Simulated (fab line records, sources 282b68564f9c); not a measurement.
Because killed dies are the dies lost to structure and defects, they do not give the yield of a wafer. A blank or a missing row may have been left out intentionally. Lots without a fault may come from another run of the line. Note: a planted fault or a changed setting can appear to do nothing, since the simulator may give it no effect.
A struck lot beside a sound one	flow rit_cmos	17 steps out of a route of 202
Sound: these wafers, L457.2, L457.3, L457.5. Wafers L467.3, L467.4, L467.6 were the ones struck. The cause comes at the end.
At each step with rows: each side's tool, then ch and its chambers, then its first start. Under that, the readings that differ: sound wafers	struck wafers	difference of the means	sigmas: that difference in standard deviations of wafers without a fault.
alike: a reading whose means differ by less than 2 such deviations, as well as words and numbers matching on both sides. not compared: withheld readings; readings where some wafer has no value; bounds like >300 that might hide an equal value; numbers whose values overlap and for which the record gives no deviation.
The two part at a step that has a row with sigmas, a row that says differs or no value, or rows on one side only. Non-overlapping numbers with no deviation appear without sigmas and do not part them. A reading that every wafer of one side lacks parts them only if that side has two wafers or more.

first, 1 step without rows for these wafers: RIT_PRETRO_DEVELOP_05 (develop time 68 s).
RIT_PRETRO_OVL_MEAS_06:
  sound on overlay-01, day 3 03:20; struck on overlay-02, day 5 05:28
  alike: PRETRO_OVL
then, 2 steps without rows for these wafers: RIT_PRETRO_HARDBAKE_07 (time 120 s); RIT_PRETRO_IMPLANT_08.
RIT_PRETRO_STRIP_09: strips in O2, time 180 s.
  sound on plasma_asher-04 ch 0,1, day 3 03:46; struck on plasma_asher-01 ch 0,1, day 5 05:57
  alike: drypump_motor_current_A
  not compared: rf_hours_counter_h
RIT_PRETRO_TW_MEAS_10:
  sound on film_metro-04, day 3 03:58; struck on film_metro-04, day 5 06:05
  alike: PRETRO_TW
then, 5 steps without rows for these wafers: RIT_GATE_WET_ETCH_00 (etches SiO2 in BOE, target depth 56 nm, time 60 s); RIT_GATE_CLEAN_01 (cleans in SC1, time 600 s); RIT_GATE_CLEAN_02 (cleans in dHF, time 30 s); RIT_GATE_CLEAN_03 (cleans in SC2, time 600 s); RIT_GATE_CLEAN_04 (cleans in dHF, time 60 s).
RIT_FOX2_THK_MEAS_91:
  sound on film_metro-03, day 3 04:28; struck on film_metro-03, day 5 06:35
  alike: FIELD_OXIDE_LEFT_2_THK
RIT_GATE_OXIDATION_05: target thk 3 nm, ox time 270 s.
  sound on furnace-04 ch 0, day 3 05:12; struck on furnace-02 ch 0, day 5 06:38
reading	sound	struck	difference	sigmas
zone_power_centre_pct (%)	48 48 48	38 38 38	-10	-3
model.SiO2_of_GATE_OXIDATION_05.thk_nm (nm)	2.989 3.001 3.006	3.417 3.347 3.436	+0.401	
  alike: spike_tc_source_C, tube_center_temp_C_max
then, 1 step without rows for these wafers: RIT_GATE_ANNEAL_06 (time 600 s).
RIT_GATE_THK_MEAS_07:
  sound on film_metro-03, day 3 09:05; struck on film_metro-01, day 5 07:58
reading	sound	struck	difference	sigmas
GATE_OXIDE_THK (nm)	3.02 3.04 3.02	3.36 3.32 3.41	+0.34	+6
then, 1 step without rows for these wafers: RIT_GATE_CVD_08 (deposits poly-Si from SiH4, target thk 250 nm, time 2220 s).
RIT_M1_PROBE_99:
  sound on prober-01, day 4 08:41; struck on prober-01, day 6 07:59
reading	sound	struck	difference	sigmas
model.etest.pmos_0p3.r_on_ohm_um	6267 6426 6484	6977 6806 6989	+532	
model.etest.pmos_turned.r_on_ohm_um	3372 3504 3525	3656 3627 3693	+192	
model.etest.pmos_0p15.r_on_ohm_um	2709 2813 2862	2961 2983 3006	+189	
model.etest.nmos_0p3.r_on_ohm_um	2160 2179 2208	2352 2302 2381	+163	
model.etest.nmos_0p15.r_on_ohm_um	1105 1124 1130	1211 1188 1216	+85	
model.etest.nmos_0p15.drive_ua_um	484 469.6 475.1	410.2 410.9 406.7	-67.0	
model.etest.nmos_narrow.drive_ua_um	222.6 219.1 218.6	187.8 191.3 188.2	-31.0	
model.etest.nmos_0p3.drive_ua_um	224.8 221.5 220.9	190 196.5 191.6	-30	
  alike: killed_at_contacts, killed_at_front_end, killed_dies, killed_open, killed_short

## WHERE THEY PART
Last at RIT_GATE_THK_MEAS_07 as far as this record goes, first at RIT_GATE_OXIDATION_05. Later steps at which nothing parts them and some readings are alike: RIT_M1_PROBE_99.

WHY: what the simulator had put in
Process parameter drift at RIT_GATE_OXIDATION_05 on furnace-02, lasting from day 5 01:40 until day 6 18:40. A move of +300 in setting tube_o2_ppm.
